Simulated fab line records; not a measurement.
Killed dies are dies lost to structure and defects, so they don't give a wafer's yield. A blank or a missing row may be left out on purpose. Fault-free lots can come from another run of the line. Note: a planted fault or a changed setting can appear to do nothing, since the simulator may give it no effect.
fab line records / flow rit-cmos
record lots=6 wafers=18 last-day=7
route steps=202 shown ACTIVE@1 M1@202
lots that met no fault: taken from a fault-free run of the same line
start-h: hours from the record's first day to the start of the lot's first wafer shown / wait-h: hours since the lot's step before / " same as the row above / L1.1+2: several wafers, shown together as one row / - no value, or no start given / * or withheld: withheld / < > ~ a bound
route shown NAME@n: NAME is a module with steps in the file, n the number in the route of the first one / usual: average and standard deviation across the fault-free wafers / same: alike in all rows / chamber/n: place in a boat / sites: each site's reading / _std_site: how widely they spread, as a standard deviation / _edge_site: outer sites' mean less inner sites' / radius-mm: for every site, how far away it sits from the centre of the wafer / mask NAME#n: copy n / behind: tool/chamber where the wafer was last shaped / hold: cause of the lot's hold/its duration in hours/its outcome / device: the n, p or np transistor that did not switch / end of line: the route-end tests of the same wafers / a step without rows: its recipe alone / killed: not the wafer's yield, but the dies lost to structure and defects at the first sort / map: a wafer's dies, marking killed ones x, the rest . and places with no die _
set.NAME: the run value of the setting; set.NAME@STEP: its run value at that earlier step / model.NAME: the simulator's own value behind a step, which no gauge read
lots at selected steps of the route; one table per step, one row per wafer
## steps
# step RIT_ACTIVE_BOW_MEAS_00
# recipe mode=bow
# usual INCOMING_BOW=0/6.2
lot.wafer=L155.1 tool=film-metro-03 chamber=- start-h=10.00 wait-h=- INCOMING_BOW[um]=0
lot.wafer=L155.2 tool=film-metro-03 chamber=- start-h=10.00 wait-h=- INCOMING_BOW[um]=-9
lot.wafer=L155.3 tool=film-metro-03 chamber=- start-h=10.00 wait-h=- INCOMING_BOW[um]=5
lot.wafer=L156.1 tool=film-metro-02 chamber=- start-h=15.00 wait-h=- INCOMING_BOW[um]=2
lot.wafer=L156.2 tool=film-metro-02 chamber=- start-h=15.00 wait-h=- INCOMING_BOW[um]=7
lot.wafer=L156.4 tool=film-metro-02 chamber=- start-h=15.00 wait-h=- INCOMING_BOW[um]=0
lot.wafer=L165.2 tool=film-metro-02 chamber=- start-h=60.02 wait-h=- INCOMING_BOW[um]=9
lot.wafer=L165.3 tool=film-metro-02 chamber=- start-h=60.02 wait-h=- INCOMING_BOW[um]=16
lot.wafer=L165.6 tool=film-metro-02 chamber=- start-h=60.02 wait-h=- INCOMING_BOW[um]=6
lot.wafer=L166.2 tool=film-metro-02 chamber=- start-h=65.02 wait-h=- INCOMING_BOW[um]=2
lot.wafer=L166.5 tool=film-metro-02 chamber=- start-h=65.02 wait-h=- INCOMING_BOW[um]=-10
lot.wafer=L166.6 tool=film-metro-02 chamber=- start-h=65.02 wait-h=- INCOMING_BOW[um]=2
lot.wafer=L173.1 tool=film-metro-02 chamber=- start-h=100.00 wait-h=- INCOMING_BOW[um]=-10
lot.wafer=L173.3 tool=film-metro-02 chamber=- start-h=100.00 wait-h=- INCOMING_BOW[um]=-10
lot.wafer=L173.5 tool=film-metro-02 chamber=- start-h=100.00 wait-h=- INCOMING_BOW[um]=1
lot.wafer=L178.1 tool=film-metro-03 chamber=- start-h=125.00 wait-h=- INCOMING_BOW[um]=3
lot.wafer=L178.2 tool=film-metro-03 chamber=- start-h=125.00 wait-h=- INCOMING_BOW[um]=-2
lot.wafer=L178.3 tool=film-metro-03 chamber=- start-h=125.00 wait-h=- INCOMING_BOW[um]=6
# step RIT_ACTIVE_OXIDATION_01
# recipe temp-c=1000 ambient=O2 target-thk-a=468 ox-time-s=3360
# step RIT_ACTIVE_THK_MEAS_02
# recipe reads=SiO2_of_ACTIVE_OXIDATION_01
# usual ACTIVE_OXIDE_THK=47.0/0.8
lot.wafer=L155.1 tool=film-metro-04 chamber=- start-h=12.05 wait-h=0.0 ACTIVE_OXIDE_THK[nm]=46.7
lot.wafer=L155.2 tool=film-metro-04 chamber=- start-h=12.05 wait-h=0.0 ACTIVE_OXIDE_THK[nm]=46.6
lot.wafer=L155.3 tool=film-metro-04 chamber=- start-h=12.05 wait-h=0.0 ACTIVE_OXIDE_THK[nm]=46.8
lot.wafer=L156.1 tool=film-metro-04 chamber=- start-h=17.05 wait-h=0.0 ACTIVE_OXIDE_THK[nm]=46.6
lot.wafer=L156.2 tool=film-metro-04 chamber=- start-h=17.05 wait-h=0.0 ACTIVE_OXIDE_THK[nm]=47.4
lot.wafer=L156.4 tool=film-metro-04 chamber=- start-h=17.05 wait-h=0.0 ACTIVE_OXIDE_THK[nm]=46.7
lot.wafer=L165.2 tool=film-metro-04 chamber=- start-h=62.06 wait-h=0.0 ACTIVE_OXIDE_THK[nm]=46.0
lot.wafer=L165.3 tool=film-metro-04 chamber=- start-h=62.06 wait-h=0.0 ACTIVE_OXIDE_THK[nm]=45.5
lot.wafer=L165.6 tool=film-metro-04 chamber=- start-h=62.06 wait-h=0.0 ACTIVE_OXIDE_THK[nm]=45.0
lot.wafer=L166.2 tool=film-metro-02 chamber=- start-h=67.06 wait-h=0.0 ACTIVE_OXIDE_THK[nm]=46.1
lot.wafer=L166.5 tool=film-metro-02 chamber=- start-h=67.06 wait-h=0.0 ACTIVE_OXIDE_THK[nm]=45.9
lot.wafer=L166.6 tool=film-metro-02 chamber=- start-h=67.06 wait-h=0.0 ACTIVE_OXIDE_THK[nm]=46.5
lot.wafer=L173.1 tool=film-metro-04 chamber=- start-h=102.05 wait-h=0.0 ACTIVE_OXIDE_THK[nm]=48.4
lot.wafer=L173.3 tool=film-metro-04 chamber=- start-h=102.05 wait-h=0.0 ACTIVE_OXIDE_THK[nm]=47.8
lot.wafer=L173.5 tool=film-metro-04 chamber=- start-h=102.05 wait-h=0.0 ACTIVE_OXIDE_THK[nm]=47.9
lot.wafer=L178.1 tool=film-metro-02 chamber=- start-h=128.75 wait-h=0.0 ACTIVE_OXIDE_THK[nm]=47.6
lot.wafer=L178.2 tool=film-metro-02 chamber=- start-h=128.75 wait-h=0.0 ACTIVE_OXIDE_THK[nm]=47.2
lot.wafer=L178.3 tool=film-metro-02 chamber=- start-h=128.75 wait-h=0.0 ACTIVE_OXIDE_THK[nm]=47.9
# step RIT_ACTIVE_CVD_03
# recipe material=Si3N4 target-thk-nm=150 temp-c=810 precursor=SiH2Cl2/NH3 time-s=1500 pressure-mtorr=300 sih2cl2-flow-sccm=59.01 nh3-flow-sccm=150
# step RIT_ACTIVE_THK_MEAS_04
# recipe reads=Si3N4_of_ACTIVE_CVD_03
# usual ACTIVE_NITRIDE_THK=149.4/1.1
lot.wafer=L155.1 tool=film-metro-02 chamber=- start-h=13.53 wait-h=0.0 ACTIVE_NITRIDE_THK[nm]=149.3
lot.wafer=L155.2 tool=film-metro-02 chamber=- start-h=13.53 wait-h=0.0 ACTIVE_NITRIDE_THK[nm]=149.5
lot.wafer=L155.3 tool=film-metro-02 chamber=- start-h=13.53 wait-h=0.0 ACTIVE_NITRIDE_THK[nm]=149.5
lot.wafer=L156.1 tool=film-metro-03 chamber=- start-h=18.53 wait-h=0.0 ACTIVE_NITRIDE_THK[nm]=150.1
lot.wafer=L156.2 tool=film-metro-03 chamber=- start-h=18.53 wait-h=0.0 ACTIVE_NITRIDE_THK[nm]=150.0
lot.wafer=L156.4 tool=film-metro-03 chamber=- start-h=18.53 wait-h=0.0 ACTIVE_NITRIDE_THK[nm]=151.3
lot.wafer=L165.2 tool=film-metro-02 chamber=- start-h=63.54 wait-h=0.0 ACTIVE_NITRIDE_THK[nm]=148.2
lot.wafer=L165.3 tool=film-metro-02 chamber=- start-h=63.54 wait-h=0.0 ACTIVE_NITRIDE_THK[nm]=149.0
lot.wafer=L165.6 tool=film-metro-02 chamber=- start-h=63.54 wait-h=0.0 ACTIVE_NITRIDE_THK[nm]=148.3
lot.wafer=L166.2 tool=film-metro-03 chamber=- start-h=68.54 wait-h=0.0 ACTIVE_NITRIDE_THK[nm]=148.0
lot.wafer=L166.5 tool=film-metro-03 chamber=- start-h=68.54 wait-h=0.0 ACTIVE_NITRIDE_THK[nm]=149.3
lot.wafer=L166.6 tool=film-metro-03 chamber=- start-h=68.54 wait-h=0.0 ACTIVE_NITRIDE_THK[nm]=148.4
lot.wafer=L173.1 tool=film-metro-02 chamber=- start-h=103.53 wait-h=0.0 ACTIVE_NITRIDE_THK[nm]=150.4
lot.wafer=L173.3 tool=film-metro-02 chamber=- start-h=103.53 wait-h=0.0 ACTIVE_NITRIDE_THK[nm]=149.1
lot.wafer=L173.5 tool=film-metro-02 chamber=- start-h=103.53 wait-h=0.0 ACTIVE_NITRIDE_THK[nm]=150.3
lot.wafer=L178.1 tool=film-metro-02 chamber=- start-h=130.23 wait-h=0.0 ACTIVE_NITRIDE_THK[nm]=150.5
lot.wafer=L178.2 tool=film-metro-02 chamber=- start-h=130.23 wait-h=0.0 ACTIVE_NITRIDE_THK[nm]=151.1
lot.wafer=L178.3 tool=film-metro-02 chamber=- start-h=130.23 wait-h=0.0 ACTIVE_NITRIDE_THK[nm]=150.5
# step RIT_ACTIVE_HMDS_05
# recipe prime-time-s=60 prime-temp-c=140
# step RIT_ACTIVE_COAT_06
# recipe resist=NOVOLAK spin-rpm=3250 resist-thk-nm=1007
# step RIT_ACTIVE_SOFTBAKE_07
# recipe resist=NOVOLAK temp-c=90 time-s=60
# usual chill-plate-temp-C=22.99/0.11 heater-power-total-W=34.56/0.049 plate-temp-C=89.98/0.12
lot.wafer=L155.1 tool=litho-track-02 chamber=0 start-h=13.89 wait-h=0.1 chill-plate-temp-C=22.91 heater-power-total-W=34.48 plate-temp-C=90.29
lot.wafer=L155.2 tool=litho-track-02 chamber=0 start-h=13.89 wait-h=0.1 chill-plate-temp-C=22.94 heater-power-total-W=34.46 plate-temp-C=89.84
lot.wafer=L155.3 tool=litho-track-02 chamber=0 start-h=13.89 wait-h=0.1 chill-plate-temp-C=22.95 heater-power-total-W=34.60 plate-temp-C=90.17
lot.wafer=L156.1 tool=litho-track-04 chamber=0 start-h=18.89 wait-h=0.1 chill-plate-temp-C=23.12 heater-power-total-W=34.67 plate-temp-C=89.89
lot.wafer=L156.2 tool=litho-track-04 chamber=0 start-h=18.89 wait-h=0.1 chill-plate-temp-C=23.07 heater-power-total-W=34.55 plate-temp-C=89.84
lot.wafer=L156.4 tool=litho-track-04 chamber=0 start-h=18.89 wait-h=0.1 chill-plate-temp-C=23.02 heater-power-total-W=34.61 plate-temp-C=90.09
lot.wafer=L165.2 tool=litho-track-04 chamber=0 start-h=63.91 wait-h=0.1 chill-plate-temp-C=22.99 heater-power-total-W=34.10 plate-temp-C=89.33
lot.wafer=L165.3 tool=litho-track-04 chamber=0 start-h=63.91 wait-h=0.1 chill-plate-temp-C=22.88 heater-power-total-W=34.19 plate-temp-C=89.37
lot.wafer=L165.6 tool=litho-track-04 chamber=0 start-h=63.91 wait-h=0.1 chill-plate-temp-C=22.87 heater-power-total-W=34.04 plate-temp-C=89.24
lot.wafer=L166.2 tool=litho-track-04 chamber=0 start-h=68.92 wait-h=0.1 chill-plate-temp-C=22.90 heater-power-total-W=34.14 plate-temp-C=89.21
lot.wafer=L166.5 tool=litho-track-04 chamber=0 start-h=68.92 wait-h=0.1 chill-plate-temp-C=23.08 heater-power-total-W=34.17 plate-temp-C=89.26
lot.wafer=L166.6 tool=litho-track-04 chamber=0 start-h=68.92 wait-h=0.1 chill-plate-temp-C=22.96 heater-power-total-W=34.06 plate-temp-C=89.17
lot.wafer=L173.1 tool=litho-track-03 chamber=0 start-h=103.89 wait-h=0.1 chill-plate-temp-C=23.16 heater-power-total-W=34.56 plate-temp-C=90.10
lot.wafer=L173.3 tool=litho-track-03 chamber=0 start-h=103.89 wait-h=0.1 chill-plate-temp-C=23.03 heater-power-total-W=34.54 plate-temp-C=89.81
lot.wafer=L173.5 tool=litho-track-03 chamber=0 start-h=103.89 wait-h=0.1 chill-plate-temp-C=22.99 heater-power-total-W=34.55 plate-temp-C=89.96
lot.wafer=L178.1 tool=litho-track-02 chamber=0 start-h=130.59 wait-h=0.1 chill-plate-temp-C=22.96 heater-power-total-W=34.53 plate-temp-C=89.75
lot.wafer=L178.2 tool=litho-track-02 chamber=0 start-h=130.59 wait-h=0.1 chill-plate-temp-C=23.00 heater-power-total-W=34.58 plate-temp-C=89.76
lot.wafer=L178.3 tool=litho-track-02 chamber=0 start-h=130.59 wait-h=0.1 chill-plate-temp-C=23.00 heater-power-total-W=34.60 plate-temp-C=90.02
# step RIT_ACTIVE_EXPOSE_08
# recipe mask-id=M1 na=0.6 source-shape=conventional sigma-outer=0.6 target-cd-nm=1400 dose-mj=225
# step RIT_M1_PROBE_99
# usual killed-at-contacts=0.1/0.25 killed-at-front-end=7.1/2.9 killed-dies=7.2/2.9 killed-open=3.6/1.9 killed-short=3.5/1.9
# same gross-dies=264 killed_at_M0_to_M3=0 killed_at_M4_up=0 killed-at-back-side=0 killed-at-other=0
lot.wafer=L155.1 tool=prober-02 chamber=- start-h=57.73 wait-h=0.1 killed-at-contacts=0 killed-at-front-end=5 killed-dies=5 killed-open=2 killed-short=3
lot.wafer=L155.2 tool=prober-02 chamber=- start-h=57.78 wait-h=0.1 killed-at-contacts=0 killed-at-front-end=13 killed-dies=13 killed-open=6 killed-short=7
lot.wafer=L155.3 tool=prober-02 chamber=- start-h=57.83 wait-h=0.2 killed-at-contacts=0 killed-at-front-end=3 killed-dies=3 killed-open=3 killed-short=0
lot.wafer=L156.1 tool=prober-01 chamber=- start-h=64.23 wait-h=0.1 killed-at-contacts=0 killed-at-front-end=4 killed-dies=4 killed-open=3 killed-short=1
lot.wafer=L156.2 tool=prober-01 chamber=- start-h=64.28 wait-h=0.1 killed-at-contacts=0 killed-at-front-end=4 killed-dies=4 killed-open=3 killed-short=1
lot.wafer=L156.4 tool=prober-01 chamber=- start-h=64.38 wait-h=0.2 killed-at-contacts=0 killed-at-front-end=7 killed-dies=7 killed-open=3 killed-short=4
lot.wafer=L165.2 tool=prober-01 chamber=- start-h=107.70 wait-h=0.1 killed-at-contacts=1 killed-at-front-end=10 killed-dies=11 killed-open=7 killed-short=4
lot.wafer=L165.3 tool=prober-01 chamber=- start-h=107.75 wait-h=0.2 killed-at-contacts=0 killed-at-front-end=4 killed-dies=4 killed-open=3 killed-short=1
lot.wafer=L165.6 tool=prober-01 chamber=- start-h=107.90 wait-h=0.2 killed-at-contacts=0 killed-at-front-end=12 killed-dies=12 killed-open=8 killed-short=4
lot.wafer=L166.2 tool=prober-02 chamber=- start-h=116.37 wait-h=0.1 killed-at-contacts=0 killed-at-front-end=6 killed-dies=6 killed-open=2 killed-short=4
lot.wafer=L166.5 tool=prober-02 chamber=- start-h=116.52 wait-h=0.2 killed-at-contacts=0 killed-at-front-end=7 killed-dies=7 killed-open=3 killed-short=4
lot.wafer=L166.6 tool=prober-02 chamber=- start-h=116.57 wait-h=0.2 killed-at-contacts=0 killed-at-front-end=10 killed-dies=10 killed-open=8 killed-short=2
lot.wafer=L173.1 tool=prober-01 chamber=- start-h=153.67 wait-h=0.1 killed-at-contacts=1 killed-at-front-end=8 killed-dies=9 killed-open=4 killed-short=5
lot.wafer=L173.3 tool=prober-01 chamber=- start-h=153.77 wait-h=0.2 killed-at-contacts=0 killed-at-front-end=10 killed-dies=10 killed-open=5 killed-short=5
lot.wafer=L173.5 tool=prober-01 chamber=- start-h=153.87 wait-h=0.2 killed-at-contacts=0 killed-at-front-end=12 killed-dies=12 killed-open=4 killed-short=8
lot.wafer=L178.1 tool=prober-01 chamber=- start-h=172.48 wait-h=0.1 killed-at-contacts=0 killed-at-front-end=8 killed-dies=8 killed-open=2 killed-short=6
lot.wafer=L178.2 tool=prober-01 chamber=- start-h=172.53 wait-h=0.1 killed-at-contacts=0 killed-at-front-end=10 killed-dies=10 killed-open=2 killed-short=8
lot.wafer=L178.3 tool=prober-01 chamber=- start-h=172.58 wait-h=0.2 killed-at-contacts=0 killed-at-front-end=9 killed-dies=9 killed-open=5 killed-short=4
# killed by level:class
L155.1 FOX1:geometric-particle:short=1 FOX1:geometric-particle:open=1 FOX2:geometric-particle:short=1 GATE:geometric-particle:short=1 REOX:geometric-particle:open=1
L155.2 GATE:geometric-particle:short=4 FOX1:geometric-particle:open=3 GATE:geometric-particle:open=2 SILICIDE:geometric-particle:short=2 REOX:geometric-particle:open=1 SPACER:geometric-particle:short=1
L155.3 FOX2:geometric-particle:open=1 REOX:geometric-particle:open=1 SILICIDE:geometric-particle:open=1
L156.1 FOX1:geometric-particle:short=1 FOX2:geometric-particle:open=1 GATE:geometric-particle:open=1 SILICIDE:geometric-particle:open=1
L156.2 ACTIVE:geometric-particle:open=1 FOX1:geometric-particle:open=1 GATE:geometric-particle:open=1 SILICIDE:geometric-particle:short=1
L156.4 FOX1:geometric-particle:short=2 GATE:geometric-particle:open=2 GATE:geometric-particle:short=1 REOX:geometric-particle:open=1 SPACER:geometric-particle:short=1
L165.2 GATE:geometric-particle:open=3 GATE:geometric-particle:short=3 FOX2:geometric-particle:open=2 FOX1:geometric-particle:open=1 REOX:geometric-particle:short=1 CONTACT:geometric-particle:open=1
L165.3 GATE:geometric-particle:open=1 REOX:geometric-particle:open=1 SPACER:geometric-particle:open=1 SILICIDE:geometric-particle:short=1
L165.6 GATE:geometric-particle:open=3 SPACER:geometric-particle:open=3 GATE:geometric-particle:short=2 FOX1:geometric-particle:open=1 REOX:geometric-particle:short=1 SPACER:geometric-particle:short=1 SILICIDE:geometric-particle:open=1
L166.2 GATE:geometric-particle:short=3 GATE:geometric-particle:open=1 REOX:geometric-particle:open=1 SILICIDE:geometric-particle:short=1
L166.5 SILICIDE:geometric-particle:open=2 FOX1:geometric-particle:short=1 GATE:geometric-particle:open=1 GATE:geometric-particle:short=1 REOX:geometric-particle:short=1 SILICIDE:geometric-particle:short=1
L166.6 GATE:geometric-particle:open=3 REOX:geometric-particle:open=3 GATE:geometric-particle:short=2 FOX1:geometric-particle:open=1 SILICIDE:geometric-particle:open=1
L173.1 FOX1:geometric-particle:open=1 FOX1:geometric-particle:short=1 FOX2:geometric-particle:short=1 GATE:geometric-particle:open=1 REOX:geometric-particle:short=1 SPACER:geometric-particle:open=1 SILICIDE:geometric-particle:short=1 SILICIDE:geometric-particle:open=1
L173.3 GATE:geometric-particle:short=4 FOX1:geometric-particle:open=2 GATE:geometric-particle:open=2 SPACER:geometric-particle:open=1 SPACER:geometric-particle:short=1
L173.5 SPACER:geometric-particle:short=4 GATE:geometric-particle:short=3 GATE:geometric-particle:open=2 FOX1:geometric-particle:short=1 FOX2:geometric-particle:open=1 SILICIDE:geometric-particle:open=1
L178.1 REOX:geometric-particle:short=3 SILICIDE:geometric-particle:short=2 GATE:geometric-particle:open=1 GATE:geometric-particle:short=1 REOX:geometric-particle:open=1
L178.2 REOX:geometric-particle:short=3 FOX2:geometric-particle:short=2 GATE:geometric-particle:short=2 GATE:geometric-particle:open=2 FOX1:geometric-particle:short=1
L178.3 FOX2:geometric-particle:short=2 REOX:geometric-particle:open=2 FOX1:geometric-particle:open=1 FOX2:geometric-particle:open=1 GATE:geometric-particle:short=1 GATE:geometric-particle:open=1 REOX:geometric-particle:short=1
## key
first-sign step=RIT_ACTIVE_SOFTBAKE_07 reading=heater-power-total-W direction=down sigmas=9.1 usual=34.56 struck=34.12
effect step=RIT_ACTIVE_SOFTBAKE_07 reading=plate-temp-C direction=down sigmas=5.7 usual=* struck=*
met-at RIT_ACTIVE_SOFTBAKE_07
struck-wafers L165.2,L165.3,L165.6,L166.2,L166.5,L166.6
tester-left-out L165,L166
onset-between 18.89 63.91
fault kind=process-parameter-drift tool=litho-track-04 chamber=- onset-h=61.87 steps=RIT_ACTIVE_SOFTBAKE_07 channel=temp-c offset=* shape=step end-h=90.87 acts-in=* stated=*
# tester-left-out: of these lots the tester's yield and bins aren't shown, on N5 and GAA mostly nor the transistor test; their killed dies are dies lost to structure and defects alone, not to doping, threshold or leakage, so they don't give the yield
